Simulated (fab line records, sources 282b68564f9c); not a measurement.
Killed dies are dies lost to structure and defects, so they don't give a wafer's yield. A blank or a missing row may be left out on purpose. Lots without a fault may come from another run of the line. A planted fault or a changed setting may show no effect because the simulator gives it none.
Which tool did it? | flow rit_cmos | 15 lots, 45 wafers sampled, at 2 steps of a route of 202

WHAT THE GAUGES READ, wafer by wafer
The record holds no reading of a measuring or inspecting step that can be judged against a usual standard deviation.

WHICH TOOL RAN EACH LOT (tool, then ch and the chambers of the sampled wafers, then the start)
lot  | RIT_SPACER_CLEAN_01            | RIT_M1_PROBE_99
L874 | wet_bench-03 ch 0, day 3 01:55 | -
L875 | wet_bench-01 ch 0, day 3 07:56 | -
L876 | wet_bench-03 ch 3, day 3 11:01 | -
L877 | wet_bench-03 ch 0, day 3 17:33 | -
L880 | wet_bench-03 ch 1, day 4 09:08 | -
L882 | wet_bench-03 ch 3, day 4 19:50 | -
L883 | wet_bench-01 ch 0, day 4 22:50 | -
L885 | wet_bench-03 ch 3, day 5 07:37 | prober-02, day 5 21:43
L887 | wet_bench-02 ch 0, day 5 15:52 | prober-01, day 6 06:19
L888 | wet_bench-03 ch 3, day 5 22:46 | -
L889 | wet_bench-03 ch 0, day 6 04:46 | prober-01, day 6 18:26
L890 | wet_bench-03 ch 1, day 6 07:26 | prober-02, day 6 22:07
L891 | wet_bench-03 ch 2, day 6 11:19 | prober-01, day 7 00:37
L892 | wet_bench-01 ch 1, day 6 19:45 | -
L894 | wet_bench-03 ch 1, day 7 00:31 | prober-02, day 7 14:41
- RIT_SPACER_CLEAN_01: cleans in dHF, time 30 s.
- RIT_M1_PROBE_99

WHAT THE TOOLS THEMSELVES READ (means of the sampled wafers that have a number; where no wafer has one, the mark that the record gives instead)
RIT_M1_PROBE_99. Usual: killed_at_contacts 0.0, standard deviation 0.22; killed_at_front_end 6.6, standard deviation 3; killed_dies 6.6, standard deviation 3; killed_on_rim 1.8, standard deviation 1.4; killed_open 3.4, standard deviation 2; killed_short 3.2, standard deviation 2.
lot  | tool      | killed_at_contacts | killed_at_front_end | killed_dies | killed_on_rim | killed_open | killed_short | flag
L885 | prober-02 | 0.0                | 7.0                 | 7.0         | 1.7           | 2.7         | 4.3          |
L887 | prober-01 | 0.0                | 6.7                 | 6.7         | 2.0           | 3.3         | 3.3          |
L889 | prober-01 | 0.3                | 7.3                 | 7.7         | 2.3           | 4.3         | 3.3          |
L890 | prober-02 | 0.0                | 37.0                | 37.0        | 12.0          | 2.0         | 3.7          | OFF
L891 | prober-01 | 0.0                | 36.3                | 36.3        | 9.7           | 2.3         | 4.0          | OFF
L894 | prober-02 | 0.3                | 37.0                | 37.3        | 12.3          | 4.7         | 2.0          | OFF

THE ANSWER, worked out from the rows above alone
Rule: a lot is off if the mean of its wafers that have a number lies more than 3 standard deviations from the usual mean. A lot without any number at a reading at which 4 lots or more have one is off too. The other lots that the step has rows for count as sound. The gauges are gone through in route order, then the tools' own readings, and for those a lot's mean is taken as printed above. The first step at which some lot is off is used, and at that step the reading that is off furthest; a lot without a number counts as furthest.
Off: L890, L891, L894, at RIT_M1_PROBE_99 (killed_dies). Neither off nor sound, because the step has no rows for them: L874, L875, L876, L877, L880, L882, L883, L888, L892.
A tool fits if, at that step or a process step before it, it ran every lot that is off, and no sound lot after the first of them. One fits: wet_bench-03 at RIT_SPACER_CLEAN_01. Its last sound lot is L889 (day 6 04:46), its first lot that is off L890 (day 6 07:26): a fault that began between those two fits.

WHAT THE SIMULATOR HAD PUT IN
Chamber particle source: wet_bench-03, from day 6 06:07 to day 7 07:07, at RIT_SPACER_CLEAN_01. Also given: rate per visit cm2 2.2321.
Lots struck among those shown: L890, L891, L894. The rule above found the same.
